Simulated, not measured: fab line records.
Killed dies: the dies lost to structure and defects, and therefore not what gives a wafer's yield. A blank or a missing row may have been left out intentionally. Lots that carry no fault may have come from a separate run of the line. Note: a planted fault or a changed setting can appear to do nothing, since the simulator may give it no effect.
A lot that was struck, set against a sound lot :: flow berkeleyCmos170 :: 14 steps out of a route of 331
Sound: wafers L852.2, L852.3, L852.6. Wafers struck: L847.1, L847.3, L847.4. The cause comes at the end.
Per side, at each step with rows, come the tool, then ch with its chambers, and then its first start. Under that, the readings that differ: sound wafers :: struck wafers :: difference of the means :: sigmas: that difference in standard deviations of wafers without a fault.
alike: same words and numbers on both sides, and readings whose means sit less than 2 such deviations apart. not compared: any withheld reading, any reading some wafer has no value for, any bound like >300 that may hide the same value, and any number with overlapping values for which the record gives no deviation.
Wherever a step has rows on one side only, a row that says differs or no value, or a row with sigmas, the two part there. Numbers that have no deviation but don't overlap get no sigmas and don't part them. Lack of a reading on every wafer of one side parts them only where that side has two or more wafers.

first, 4 steps without rows for these wafers: UCB170_WELLDRIVE_WET_ETCH_04 (etches SiO2 in BOE, time 120 s); UCB170_ACTIVE_CLEAN_00 (cleans in SPM, time 600 s); UCB170_ACTIVE_CLEAN_01 (cleans in dHF, time 60 s); UCB170_ACTIVE_OXIDATION_02 (target thk 26.4 nm, ox time 1260 s).
UCB170_ACTIVE_THK_MEAS_03:
  sound: filmMetro-02 at day 8 08:53; struck: filmMetro-02 at day 7 15:50
  alike: ACTIVE_OXIDE_THK
then, 2 steps without rows for these wafers: UCB170_ACTIVE_ANNEAL_04 (time 900 s); UCB170_ACTIVE_CVD_05 (deposits Si3N4 from SiH2Cl2/NH3, target thk 220 nm, time 3300 s).
UCB170_ACTIVE_THK_MEAS_06:
  sound: filmMetro-04 at day 8 13:33; struck: filmMetro-04 at day 7 22:56
  alike: ACTIVE_NITRIDE_THK
then, 4 steps without rows for these wafers: UCB170_ACTIVE_HMDS_07 (prime time 60 s); UCB170_ACTIVE_COAT_08 (resist thk 900 nm); UCB170_ACTIVE_SOFTBAKE_09 (time 60 s); UCB170_ACTIVE_EXPOSE_10 (exposes mask ACTIVE, target cd 1200 nm).
UCB170_ACTIVE_PEB_11:
  sound on lithoTrack-03 ch 0, day 8 15:52; struck on lithoTrack-03, day 7 23:34
  no value came back on the struck wafers for chillPlateTempC (C), exhaustPa (Pa), heaterPowerTotalW (W); on the sound wafers chillPlateTempC (C) reads 22.80 22.93 22.91
then, 1 step without rows for these wafers: UCB170_ACTIVE_DEVELOP_12 (develop time 45 s).

WHERE THEY PART
At UCB170_ACTIVE_PEB_11 and nowhere else, as far as this record goes.

WHY: whatever the simulator had introduced
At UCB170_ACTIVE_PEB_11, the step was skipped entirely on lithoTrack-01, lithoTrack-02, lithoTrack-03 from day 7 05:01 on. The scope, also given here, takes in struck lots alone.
